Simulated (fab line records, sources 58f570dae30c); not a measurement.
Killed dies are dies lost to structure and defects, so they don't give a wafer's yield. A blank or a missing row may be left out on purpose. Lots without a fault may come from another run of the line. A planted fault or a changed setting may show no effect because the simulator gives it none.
Problem report in the 8D (eight disciplines) form, filled by code | flow berkeley_cmos170 | the parts of the form that need people (team, actions taken, sign-off) are left out

1. THE PROBLEM
M2_AL_RS at UCB170_M2_RS_MEAS_02 reads a mean of 0.0431 ohm/sq on 6 wafers of 2 lots; wafers without a fault read 0.0324 ohm/sq with a standard deviation of 0.00032. That is +33 standard deviations from the usual mean.
The step: measures by four-point-probe.
First seen on wafer L373.1, day 10 11:34, on film_metro-01. The record holds 42 wafers of 14 lots with a number at this step. Rule for "out", or "out of limits": more than 4 standard deviations from the usual mean. The other wafers with a number count as sound.

2. WHAT IT IS AND WHAT IT IS NOT
question                    | is                           | is not
which readings at this step | M2_AL_RS                     | -
which lots                  | L369, L373                   | L359, L361, L362, L363, L364, L365, L368, L377, L378, L380, L381, L382
which wafers of those lots  | all that have a number       | -
read on which gauges        | film_metro-01, film_metro-03 | film_metro-02
when                        | from day 10 11:34            | up to then (21 sound wafers); but 15 sound wafers of L377, L378, L380, L381, L382 came after

3. SUSPECTS, AND WHAT RULES EACH OUT
Counting: a tool at a process step up to the reading stays a suspect if it ran every lot that is out and no sound lot after the first of them.
- the gauge at UCB170_M2_RS_MEAS_02: ruled out. The wafers that are out were read on 2 gauges (film_metro-01, film_metro-03).
- pvd_sputter-01 at UCB170_M2_SPUTTER_01 (material Al, target thk 900 nm, time 120 s): kept. It ran every lot that is out, first L373 (day 10 11:29), and no sound lot after that; its last sound lot up to then is L368 (day 9 07:28). Its own readings are out on those wafers: cathode_dc_power_W.
Left after counting: pvd_sputter-01 at UCB170_M2_SPUTTER_01.

4. THE CAUSE (what the simulator had put in)
Process parameter drift: pvd_sputter-01, from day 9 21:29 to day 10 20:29, at UCB170_M2_SPUTTER_01. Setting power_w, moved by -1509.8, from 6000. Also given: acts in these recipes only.
Counting left only this tool.

5. THE CHAIN OF EFFECTS, in route order
Each row: a reading whose mean over the struck wafers that have a number lies more than 3 standard deviations from the usual. Only readings for which the record gives a usual standard deviation are gone through. hours: the time from each lot's start at the first step in this table that gives one to its start at this step, as a median over the lots. sigmas: the change in usual standard deviations.
hours | step                    | reading            | usual         | on struck wafers | change  | sigmas
0     | UCB170_M2_SPUTTER_01    | cathode_dc_power_W | 6000.0 W      | 4489.9           | -1510.1 | -99 or more
0     | UCB170_M2_RS_MEAS_02    | M2_AL_RS           | 0.0324 ohm/sq | 0.0431           | +0.0107 | +33
0     | UCB170_M2_THK_MEAS_03   | M2_AL_THK          | 887 nm        | 672              | -216    | -20
3     | UCB170_M2_METAL_ETCH_18 | oes_product_au     | 0.848 a.u.    | 0.735            | -0.113  | -8.1
The process steps in it:
- UCB170_M2_SPUTTER_01: material Al, target thk 900 nm, time 120 s.
- UCB170_M2_METAL_ETCH_18: etches Al in Cl2/BCl3, stops on SiO2, target depth 1170 nm, time 195 s.

6. WHAT WOULD HAVE CAUGHT IT SOONER
In this record the first reading out of limits at a measuring or inspecting step was taken at day 10 11:34, 14 hours after the fault began at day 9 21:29.
The tool's own readings at UCB170_M2_SPUTTER_01 were out on every struck wafer that the step has a row for (cathode_dc_power_W): an alarm limit on them would have fired on the first of those.
Of the lots that are out (2), L369 began UCB170_M2_SPUTTER_01 on pvd_sputter-01 after day 10 11:34. A hold on the tool at that time would have spared it.
